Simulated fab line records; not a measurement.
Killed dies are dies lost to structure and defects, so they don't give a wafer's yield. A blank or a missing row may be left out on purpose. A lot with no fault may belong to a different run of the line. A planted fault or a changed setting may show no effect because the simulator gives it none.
Which tool is to blame? -- flow rit cmos -- 7 lots with 21 wafers sampled at 2 steps, on a route of 202 steps

## WHAT EACH GAUGE READ, for each wafer
RIT_SILICIDE_RS_MEAS_02: measures by four-point-probe.
lot,measured,on,SILICIDE_TI_RS (ohm/sq)
L899,day 3 14:41,film metro-03,48.9 48.1 47.8
L902,day 4 07:20,film metro-04,47.8 47.2 48.2
L905,day 4 18:58,film metro-04,48.9 49.5 48.9
L909,day 5 13:19,film metro-02,49.0 48.9 48.9
L914,day 6 11:07,film metro-04,49.1 49.2 48.4
L916,day 7 01:01,film metro-04,20.4 20.3 20.6
L921,day 8 04:19,film metro-04,48.2 48.6 48.0

## TOOL THAT RAN EACH LOT (tool first, then ch and the chambers of the sampled wafers, then the start)
lot,RIT_SILICIDE_SPUTTER_01
L899,"pvd sputter-04, day 3 14:32"
L902,"pvd sputter-02, day 4 07:11"
L905,"pvd sputter-04, day 4 18:47"
L909,"pvd sputter-04, day 5 13:10"
L914,"pvd sputter-01, day 6 10:57"
L916,"pvd sputter-02, day 7 00:34"
L921,"pvd sputter-04, day 8 04:10"
- RIT_SILICIDE_SPUTTER_01: material Ti, target thk 30 nm, time 240 s.

## THE ANSWER, worked out from the rows above alone
Rule: what is usual is taken from the lots themselves. Put in order of their means at a reading, lots are off if they are a third of the lots or fewer, leave a main group of 4 or more, and stand apart from it by a gap of 3 or more times the standard deviation of the main group's means; of several such gaps the widest counts. Not used: any main group whose means are identical at the precision the tables above print for the reading. A lot without any number at a reading at which 4 lots or more have one is off too. The other lots that the step has rows for count as sound.
Off: at RIT_SILICIDE_RS_MEAS_02 (SILICIDE_TI_RS), L916. The main group: mean 48.5 ohm/sq, standard deviation 0.48.
A tool fits if, at a process step before that reading, it ran every lot that is off, and no sound lot after the first of them. The gauges at RIT_SILICIDE_RS_MEAS_02 are tried like those tools. One fits: pvd sputter-02 at RIT_SILICIDE_SPUTTER_01. Its last sound lot is L902 (day 4 07:11), its first lot that is off L916 (day 7 00:34): a fault that began between those two fits.

## WHAT THE SIMULATOR HAD PUT IN
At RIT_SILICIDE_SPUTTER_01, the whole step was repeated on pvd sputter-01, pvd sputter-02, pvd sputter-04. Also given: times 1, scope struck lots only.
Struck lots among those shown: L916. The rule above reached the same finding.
